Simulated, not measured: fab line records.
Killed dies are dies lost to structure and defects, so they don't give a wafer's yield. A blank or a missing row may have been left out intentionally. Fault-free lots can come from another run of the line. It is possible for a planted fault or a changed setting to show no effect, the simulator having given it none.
One fault through the eyes of 2 desks :: flow berkeley cmos170 :: every desk sees just its own numbers, and what lay behind them comes last

## AT THE METROLOGY DESK
Means of the sampled wafers that have a number, per lot and without regard to the tool the lot ran on: this is what the gauges read. A lot is out of limits, marked OUT, if its mean lies more than 4 standard deviations from the usual mean; the brackets give that distance.
Columns: A = PFIELD_OVL at UCB170_PFIELD_OVL_MEAS_06, usual 0 nm; B = PVT_TW at UCB170_PVT_TW_MEAS_09, usual 513; C = cd nm at UCB170_M1_CD_MEAS_09, usual 700.4 nm; D = M3_AL_RS at UCB170_M3_RS_MEAS_02, usual 0.0319 ohm/sq
lot: L405
first seen here: day 4 20:04
A: 7
B: 516
C: 701.2
D: 0.0319

lot: L407
first seen here: day 5 10:56
A: -4
B: 515
C: 700.8
D: 0.0321

lot: L408
first seen here: day 5 10:59
A: 2
B: 508
C: 701.9
D: 0.0323

lot: L406
first seen here: day 5 11:13
A: 2
B: 508
C: 698.9
D: 0.0317

lot: L410
first seen here: day 5 17:14
A: -2
B: 509
C: 700.7
D: 0.0317

lot: L409
first seen here: day 5 17:22
A: -0
B: 508
C: 698.0
D: 0.0321

lot: L415
first seen here: day 6 23:25
A: 2
B: 518
C: 700.7
D: 0.0319

lot: L413
first seen here: day 7 00:24
A: -0
B: 504
C: 700.2
D: 0.0317

lot: L418
first seen here: day 7 06:09
A: -2
B: 518
C: 699.8
D: 0.0322

lot: L419
first seen here: day 7 14:43
A: 0
B: 517
C: 703.7
D: 0.0319

lot: L420
first seen here: day 8 01:59
A: -4
B: 449 (-13) OUT
C: 701.4
D: 0.0318

lot: L421
first seen here: day 8 07:22
A: 2
B: 515
C: 696.5
D: 0.0319

lot: L423
first seen here: day 8 12:14
A: -2
B: 456 (-12) OUT
C: 700.3
D: 0.0320

lot: L428
first seen here: day 10 05:59
A: -0
B: 518
C: 702.0
D: 0.0316
This desk's result: L420, L423 out of limits, first on L420 (PVT_TW at UCB170_PVT_TW_MEAS_09), day 9 19:49. L405, L407, L408, L406, L410, L409, L415, L413, L418, L419, L421, L428 stayed within limits.

## DESK OF THE TOOL OWNER: implanter-04
The tool's own readings at UCB170_PVT_IMPLANT_07: means of the sampled wafers that have a number, for each lot that ran on this tool. A lot is out of limits, marked OUT, if its mean lies more than 4 standard deviations from the usual mean; the brackets give that distance.
Columns: A = dose ions cm2 at UCB170_PVT_IMPLANT_07, usual 2.0003e+12; B = faraday current uA at UCB170_PVT_IMPLANT_07, usual 6.36
lot: L405
first seen here: day 6 16:00
A: 2.0026e+12
B: 6.23

lot: L409
first seen here: day 7 07:22
A: 2.0009e+12
B: 6.40

lot: L415
first seen here: day 8 18:11
A: 1.9990e+12
B: 6.38

lot: L420
first seen here: day 9 19:34
A: 1.3587e+12 (-99 or more) OUT
B: 4.28 (-16) OUT

lot: L423
first seen here: day 10 04:23
A: 1.3611e+12 (-99 or more) OUT
B: 4.34 (-16) OUT
Finding of this desk: L420, L423 out of limits; the first was L420 at day 9 19:34, on dose ions cm2 at UCB170_PVT_IMPLANT_07. L405, L409, L415 stayed within limits.

## PUT TOGETHER
On L420, L423, at day 9 19:34, an alarm was possible from the tool owner's desk.
On L420, L423, the metrology desk was in a position to raise an alarm at day 9 19:49.
The lots listed all ran UCB170_PVT_IMPLANT_07 on implanter-04.

## WHAT THE SIMULATOR HAD INSERTED
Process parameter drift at UCB170_PVT_IMPLANT_07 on implanter-04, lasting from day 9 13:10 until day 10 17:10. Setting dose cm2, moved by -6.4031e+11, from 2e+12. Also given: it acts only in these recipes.
Lots struck among those shown: L420, L423.
Time in hours from fault onset to the first out-of-limits reading at each desk: tool owner's desk 6, metrology desk 7.
